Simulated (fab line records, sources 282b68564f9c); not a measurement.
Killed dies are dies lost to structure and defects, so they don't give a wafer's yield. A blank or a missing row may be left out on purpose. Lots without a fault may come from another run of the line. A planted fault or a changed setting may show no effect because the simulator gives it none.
One fault seen from 2 desks | flow rit_cmos | each desk has only its own numbers; what lay behind them comes last

THE TOOL OWNER'S DESK: rie_diel-01
The tool's own readings at RIT_CONTACT_ETCH_11 (etches SiO2 in CHF3/CF4/Ar, stops on TiSi2, target depth 480 nm, time 320 s): means of the sampled wafers that have a number, for each lot that ran on this tool. A lot is out of limits, marked OUT, if its mean lies more than 4 standard deviations from the usual mean; the brackets give that distance.
Columns: A = O2_flow_sccm at RIT_CONTACT_ETCH_11, usual 5.002 sccm; B = drypump_motor_current_A at RIT_CONTACT_ETCH_11, usual 5.8 A; C = oes_product_au at RIT_CONTACT_ETCH_11, usual 0.980 a.u.; D = rf_fwd_power_W at RIT_CONTACT_ETCH_11, usual 199.6 W; E = throttle_valve_pct at RIT_CONTACT_ETCH_11, usual 8.83 %
lot  | first seen here | A     | B   | C     | D     | E
L210 | day 3 08:56     | 5.004 | 5.7 | 0.988 | 199.7 | 8.75
L224 | day 6 09:28     | 5.016 | 5.6 | 0.983 | 199.7 | 8.74
This desk's finding: nothing out of limits on any of the 2 lots.

THE METROLOGY DESK
What the gauges read, lot by lot, whatever tool the lot ran on: means of the sampled wafers that have a number. A lot is out of limits, marked OUT, if its mean lies more than 4 standard deviations from the usual mean; the brackets give that distance. Of its 10 readings 7 are shown: those that lie furthest out on some lot.
Columns: A = cd_nm at RIT_CONTACT_CD_MEAS_08, usual 999.5 nm; B = CONTACT_OVL at RIT_CONTACT_OVL_MEAS_09, usual -0.3 nm; C = cd_nm at RIT_CONTACT_CD_MEAS_90, usual 999.5 nm; D = M1_AL_RS at RIT_M1_RS_MEAS_01, usual 0.0732 ohm/sq; E = M1_AL_THK at RIT_M1_THK_MEAS_02, usual 392 nm; F = cd_nm at RIT_M1_CD_MEAS_09, usual 2600.1 nm; G = M1_BOW at RIT_M1_BOW_MEAS_16, usual 17 um
lot  | first seen here | A      | B    | C      | D      | E   | F      | G
L210 | day 3 07:34     | 998.8  | -0.8 | 998.8  | 0.0742 | 385 | 2597.1 | 19
L219 | day 5 04:32     | 999.5  | -0.5 | 1000.2 | 0.0729 | 396 | 2597.8 | 22
L224 | day 6 08:09     | 1003.9 | 0.7  | 1004.0 | 0.0736 | 391 | 2599.0 | 12
L226 | day 6 12:25     | 1001.5 | 1.8  | 1001.7 | 0.0728 | 393 | 2600.5 | 7
L229 | day 7 03:49     | 999.9  | -1.2 | 1000.2 | 0.0733 | 392 | 2599.4 | 27
This desk's finding: nothing out of limits on any of the 5 lots.

PUT TOGETHER
The tool owner's desk saw nothing out of limits.
The metrology desk saw nothing out of limits.

WHAT THE SIMULATOR HAD PUT IN
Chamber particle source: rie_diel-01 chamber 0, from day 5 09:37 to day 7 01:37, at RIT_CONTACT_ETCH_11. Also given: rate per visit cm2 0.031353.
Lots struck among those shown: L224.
